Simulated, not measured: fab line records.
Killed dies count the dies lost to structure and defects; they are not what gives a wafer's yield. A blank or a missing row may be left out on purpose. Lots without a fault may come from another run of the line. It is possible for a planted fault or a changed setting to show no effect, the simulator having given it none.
Code-filled problem report in 8D (eight disciplines) form ; flow rit_cmos ; the parts of the form that need people (team, actions taken, sign-off) are left out

== 1. THE PROBLEM ==
Across 6 wafers from 2 lots, PSD_OVL at RIT_PSD_OVL_MEAS_06 averages 130.4 nm, while fault-free wafers read 0.1 nm with a standard deviation of 1.2. So: +99 or more standard deviations from the usual mean.
Earliest sighting: wafer L733.3 on overlay-01 at day 7 01:46. Wafers with a number at this step in the record: 42, from 14 lots. By rule, "out" or "out of limits" means more than 4 standard deviations away from the usual mean. Any other wafer with a number is counted as sound.

== 2. WHAT THIS IS AND IS NOT ==
question;is;is not
which readings at this step;PSD_OVL;-
which lots;L733, L734;L714, L715, L716, L718, L719, L720, L721, L722, L723, L724, L728, L731
which wafers of those lots;all that have a number;-
read on which gauges;overlay-01, overlay-02;-
when;from day 7 01:46;up to then (36 sound wafers)

== 3. THE SUSPECTS, EACH WITH WHAT RULES IT OUT ==
Counting: a tool stays on the suspect list if, at a process step up to the reading, it processed all lots that are out and no sound lot following the first of them.
- the gauge at RIT_PSD_OVL_MEAS_06 has been ruled out. The wafers that are out were read on 2 gauges (overlay-01, overlay-02).
- iline_stepper-01 at RIT_PSD_EXPOSE_03 (exposes mask M10, target cd 40900 nm): kept. It ran every lot that is out, first L733 (day 7 01:23), and no sound lot after that; its last sound lot up to then is L724 (day 5 10:08).
Remaining after the count: iline_stepper-01 at RIT_PSD_EXPOSE_03.

== 4. THE CAUSE (what the simulator had put in) ==
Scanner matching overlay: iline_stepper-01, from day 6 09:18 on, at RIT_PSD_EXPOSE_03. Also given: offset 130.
The count eliminated every tool but this one.

== 5. SEQUENCE OF EFFECTS, ordered by route ==
Rows list readings where the struck wafers' mean (over those with a number) sits beyond 3 standard deviations from the usual. Only readings whose record carries a usual standard deviation are examined. hours: median over the lots of the time between each lot's start at the first step of this table that gives one and its start at this step. sigmas: the change, counted in usual standard deviations.
hours;step;reading;usual;on struck wafers;change;sigmas
0;RIT_PSD_OVL_MEAS_06;PSD_OVL;0.1 nm;130.4;+130.3;+99 or more

== 6. HOW IT WOULD HAVE BEEN CAUGHT EARLIER ==
In this record the first reading out of limits at a measuring or inspecting step was taken at day 7 01:46, 16 hours after the fault began at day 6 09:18.
Of the lots that are out (2), L734 began RIT_PSD_EXPOSE_03 on iline_stepper-01 after day 7 01:46. Putting the tool on hold at that point would have spared it.
